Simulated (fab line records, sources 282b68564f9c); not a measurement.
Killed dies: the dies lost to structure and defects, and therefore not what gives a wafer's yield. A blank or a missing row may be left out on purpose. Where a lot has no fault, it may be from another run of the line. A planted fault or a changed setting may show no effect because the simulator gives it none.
Which tool was responsible?    flow rit cmos    Sampling: 14 lots, 42 wafers, 2 of 202 route steps

WHAT THE GAUGES SHOWED, per wafer
Not one reading of a measure or inspect step in the record can be checked against a usual standard deviation.

WHAT TOOL EACH LOT RAN ON (gives the tool, then ch and the chambers of the sampled wafers, and finally the start)
lot   RIT_M1_METAL_ETCH_12              RIT_M1_PROBE_99
L687  rie metal-03 ch 0,1, day 3 19:44  prober-02, day 3 22:13
L688  rie metal-04 ch 0,1, day 3 22:10  prober-01, day 4 00:25
L689  rie metal-01 ch 0,1, day 4 02:47  prober-02, day 4 05:16
L692  rie metal-03 ch 0,1, day 4 16:10  prober-01, day 4 18:41
L690  rie metal-01 ch 0,1, day 4 16:48  prober-01, day 4 20:08
L693  rie metal-03 ch 0,1, day 4 21:02  prober-01, day 4 23:20
L694  rie metal-04 ch 0,1, day 5 01:48  prober-02, day 5 04:06
L695  rie metal-01 ch 0,1, day 5 05:08  prober-01, day 5 07:23
L698  rie metal-01 ch 0,1, day 5 20:59  prober-02, day 5 23:17
L700  rie metal-04 ch 0,1, day 6 06:44  prober-02, day 6 08:59
L702  rie metal-04 ch 0,1, day 6 17:51  prober-02, day 6 20:09
L703  rie metal-01 ch 0,1, day 7 02:51  prober-01, day 7 05:10
L706  rie metal-01 ch 0,1, day 7 20:46  prober-02, day 7 23:04
L708  rie metal-03 ch 0,1, day 8 13:01  prober-02, day 8 15:22
- RIT_M1_METAL_ETCH_12: etches Al in Cl2/BCl3, stops on SiO2, time 165 s, target depth 600 nm.
- RIT_M1_PROBE_99

WHAT THE TOOLS THEMSELVES READ (means of the sampled wafers that have a number; where no wafer has one, the mark that the record gives instead)
RIT_M1_METAL_ETCH_12. Usual: chamber pressure mTorr 99.99 mTorr, standard deviation 0.091; drypump motor current A 5.7 A, standard deviation 0.57; oes product au 0.773 a.u., standard deviation 0.0099; rf fwd power W 248.8 W, standard deviation 0.96; throttle valve pct 8.30 %, standard deviation 0.14.
lot   tool          chamber pressure mTorr (mTorr)  drypump motor current A (A)  oes product au (a.u.)  rf fwd power W (W)  throttle valve pct (%)  flag
L687  rie metal-03  100.02                          5.7                          0.769                  248.7               8.35                    
L688  rie metal-04  99.91                           5.5                          0.767                  248.5               8.35                    
L689  rie metal-01  99.98                           5.4                          0.771                  249.1               8.18                    
L692  rie metal-03  99.97                           5.8                          0.778                  249.3               8.32                    
L690  rie metal-01  100.04                          5.4                          0.766                  249.1               8.17                    
L693  rie metal-03  99.95                           5.8                          0.766                  249.9               8.31                    
L694  rie metal-04  99.98                           6.0                          0.772                  249.3               8.35                    
L695  rie metal-01  99.99                           5.4                          0.764                  248.5               8.17                    
L698  rie metal-01  99.88                           5.8                          0.783                  248.5               8.30                    
L700  rie metal-04  100.04                          6.0                          0.768                  247.4               8.35                    
L702  rie metal-04  99.97                           6.0                          0.773                  248.5               8.35                    
L703  rie metal-01  113.29                          5.7                          0.774                  248.8               8.31                    OFF
L706  rie metal-01  113.37                          5.7                          0.780                  248.4               8.29                    OFF
L708  rie metal-03  99.92                           5.7                          0.776                  249.2               8.36                    

RIT_M1_PROBE_99. Usual: defect limited yield 97.3 %, standard deviation 1.1; killed at contacts 0.0, standard deviation 0.2; killed at front end 7, standard deviation 3; killed dies 7, standard deviation 3; killed open 3.4, standard deviation 1.8; killed short 3.8, standard deviation 2.1; sort_bin_3_pad_short 0.2 %, standard deviation 0.27; sort_bin_5_function 1.5 %, standard deviation 0.8; sort_bin_6_memory 1.1 %, standard deviation 0.7; sort n pass 257, standard deviation 3; sort yield pct 97.3 %, standard deviation 1.1.
lot   tool       defect limited yield (%)  killed at contacts  killed at front end  killed dies  killed open  killed short  sort_bin_3_pad_short (%)  sort_bin_5_function (%)  sort_bin_6_memory (%)  sort n pass  sort yield pct (%)  flag
L687  prober-02  96.5                      0.0                 9                    9            4.0          5.3           0.3                       1.9                      1.4                    255          96.5                
L688  prober-01  97.2                      0.0                 7                    7            5.3          2.0           0.0                       1.6                      1.1                    257          97.2                
L689  prober-02  97.6                      0.0                 6                    6            2.7          3.7           0.1                       1.4                      0.9                    258          97.6                
L692  prober-01  97.5                      0.0                 7                    7            2.7          4.0           0.1                       1.1                      1.3                    257          97.5                
L690  prober-01  97.8                      0.0                 6                    6            3.7          2.0           0.1                       1.5                      0.5                    258          97.8                
L693  prober-01  98.2                      0.0                 5                    5            1.0          3.7           0.3                       1.0                      0.5                    259          98.2                
L694  prober-02  99.0                      0.0                 3                    3            1.3          1.3           0.0                       0.8                      0.3                    261          99.0                
L695  prober-01  97.9                      0.0                 6                    6            2.3          3.3           0.1                       1.3                      0.8                    258          97.9                
L698  prober-02  96.1                      0.3                 10                   10           5.3          5.0           0.0                       2.4                      1.5                    254          96.1                
L700  prober-02  98.1                      0.0                 5                    5            3.0          2.0           0.1                       1.4                      0.4                    259          98.1                
L702  prober-02  97.2                      0.0                 7                    7            3.3          4.0           0.4                       0.7                      1.6                    257          97.2                
L703  prober-01  95.7                      0.0                 11                   11           5.3          5.7           0.3                       2.5                      1.5                    253          95.7                
L706  prober-02  96.5                      0.0                 9                    9            4.3          5.0           0.3                       2.1                      1.1                    255          96.5                
L708  prober-02  98.2                      0.0                 5                    5            2.3          2.3           0.1                       1.3                      0.4                    259          98.2                

THE ANSWER, worked out from the rows above alone
Rule: a lot counts as off when the mean over its wafers that have a number is more than 3 standard deviations away from the usual mean. A lot without any number at a reading at which 4 lots or more have one is off too. All remaining lots with rows at the step are treated as sound. After the gauges, taken in route order, come the tools' own readings; for these a lot's mean is taken, as printed above. At the first step where some lot is off, the reading lying furthest off is the one used; lots without a number count as furthest.
Off at RIT_M1_METAL_ETCH_12 (chamber pressure mTorr): L703, L706.
If a tool, at that step or one of the process steps before it, ran each lot that is off and ran no sound lot following the first of them, it fits. One fits: RIT_M1_METAL_ETCH_12 on rie metal-01. Its last sound lot is L698 (day 5 20:59), its first lot that is off L703 (day 7 02:51): a fault that began between those two fits.
The tool's own readings at RIT_M1_METAL_ETCH_12 bear it out: on the lots that are off they differ by more than 5 times the standard deviation of the sound lots' means. chamber pressure mTorr reads 113.33 mTorr there against 99.97 mTorr on the sound lots.

WHAT WAS PUT IN BY THE SIMULATOR
rie metal-01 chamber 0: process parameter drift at RIT_M1_METAL_ETCH_12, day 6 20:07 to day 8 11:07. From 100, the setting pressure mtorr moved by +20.
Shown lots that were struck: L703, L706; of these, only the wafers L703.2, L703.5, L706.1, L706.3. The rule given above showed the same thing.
